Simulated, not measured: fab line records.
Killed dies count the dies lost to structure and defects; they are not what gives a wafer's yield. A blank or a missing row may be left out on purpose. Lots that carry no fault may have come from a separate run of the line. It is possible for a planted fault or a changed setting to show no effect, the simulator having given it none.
What tool caused it?	flow berkeleyCmos170	21 wafers from 7 lots sampled at 2 of the route's 331 steps

## WHAT THE GAUGES SHOWED, per wafer
UCB170_PSD_TW_MEAS_10.
lot	measured	on	PSD_TW
L595	day 9 00:55	filmMetro-03	2327 2336 2326
L593	day 9 01:15	filmMetro-03	2342 2334 2341
L598	day 9 21:11	filmMetro-02	2319 2320 2334
L602	day 10 12:45	filmMetro-03	2361 2335 2336
L609	day 11 16:05	filmMetro-03	2333 2343 2334
L608	day 11 15:43	filmMetro-03	2351 2347 2345
L613	day 12 17:22	filmMetro-02	2338 2334 2349

## WHAT TOOL EACH LOT RAN ON (gives the tool, then ch and the chambers of the sampled wafers, and finally the start)
lot	UCB170_PLDD_EXPOSE_03
L595	krfScanner-02 ch 0, day 8 09:38
L593	krfScanner-02 ch 0, day 8 11:01
L598	krfScanner-01 ch 0, day 9 10:16
L602	krfScanner-02 ch 0, day 10 02:25
L609	krfScanner-02, day 11 04:31
L608	krfScanner-02 ch 0, day 11 05:02
L613	krfScanner-01 ch 0, day 12 05:01
- UCB170_PLDD_EXPOSE_03: exposes mask PSELECT, target cd 1200 nm.

## THE ANSWER, worked out from the rows above alone
Rule: the lots themselves supply what counts as usual. Put in order of their means at a reading, lots are off if they are a third of the lots or fewer, leave a main group of 4 or more, and stand apart from it by a gap of 3 or more times the standard deviation of the main group's means; of several such gaps the widest counts. The tables above print the reading to a certain number of digits; a main group whose means all agree to those digits is not used. Also off: a lot with no number at a reading for which 4 or more lots have one. Any other lot the step has rows for is counted as sound.
None of the lots is off at any reading shown; this tells nothing.

## WHAT THE SIMULATOR HAD PUT IN
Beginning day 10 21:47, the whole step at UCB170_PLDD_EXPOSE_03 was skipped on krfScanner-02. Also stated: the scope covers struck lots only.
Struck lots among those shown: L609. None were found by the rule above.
